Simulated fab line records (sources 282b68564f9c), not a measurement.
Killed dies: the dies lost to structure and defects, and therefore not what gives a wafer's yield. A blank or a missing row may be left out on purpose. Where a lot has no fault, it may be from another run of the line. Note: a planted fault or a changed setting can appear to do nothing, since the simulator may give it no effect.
The tool behind it: which one? -- flow rit-cmos -- 21 wafers from 7 lots sampled at 2 of the route's 202 steps

WHAT THE GAUGES SHOWED, per wafer
RIT_PLDD_TW_MEAS_10.
lot,measured,on,PLDD_TW
L505,day 3 17:47,film-metro-01,2329 2314 2327
L507,day 4 02:05,film-metro-04,2750 2747 2745
L512,day 4 22:59,film-metro-03,2369 2379 2373
L516,day 5 14:02,film-metro-01,2319 2315 2328
L519,day 6 05:16,film-metro-04,2336 2338 2327
L523,day 7 03:12,film-metro-01,2321 2325 2321
L525,day 7 14:09,film-metro-01,2321 2316 2302

WHICH TOOL RAN EACH LOT (tool, then ch and the chambers of the sampled wafers, then the start)
lot,RIT_PLDD_IMPLANT_08
L505,"implanter-04 ch 0, day 3 17:27"
L507,"implanter-03 ch 0, day 4 01:26"
L512,"implanter-03 ch 0, day 4 22:40"
L516,"implanter-04 ch 0, day 5 13:42"
L519,"implanter-04 ch 0, day 6 04:57"
L523,"implanter-03 ch 0, day 7 02:52"
L525,"implanter-02 ch 0, day 7 13:52"
- RIT_PLDD_IMPLANT_08

THE ANSWER, worked out from the rows above alone
Rule: what is usual is taken from the lots themselves. Put in order of their means at a reading, lots are off if they are a third of the lots or fewer, leave a main group of 4 or more, and stand apart from it by a gap of 3 or more times the standard deviation of the main group's means; of several such gaps the widest counts. Not used: any main group whose means are identical at the precision the tables above print for the reading. A lot without any number at a reading at which 4 lots or more have one is off too. Where the step has rows for the other lots, those lots are counted as sound.
Off: at RIT_PLDD_TW_MEAS_10 (PLDD_TW), L507. Main group: mean 2331, sd 20.
A tool fits if, at a process step before that reading, it ran every lot that is off, and no sound lot after the first of them. The gauges at RIT_PLDD_TW_MEAS_10 are tried like those tools. No candidate that was tried fits.

WHAT WAS PUT IN BY THE SIMULATOR
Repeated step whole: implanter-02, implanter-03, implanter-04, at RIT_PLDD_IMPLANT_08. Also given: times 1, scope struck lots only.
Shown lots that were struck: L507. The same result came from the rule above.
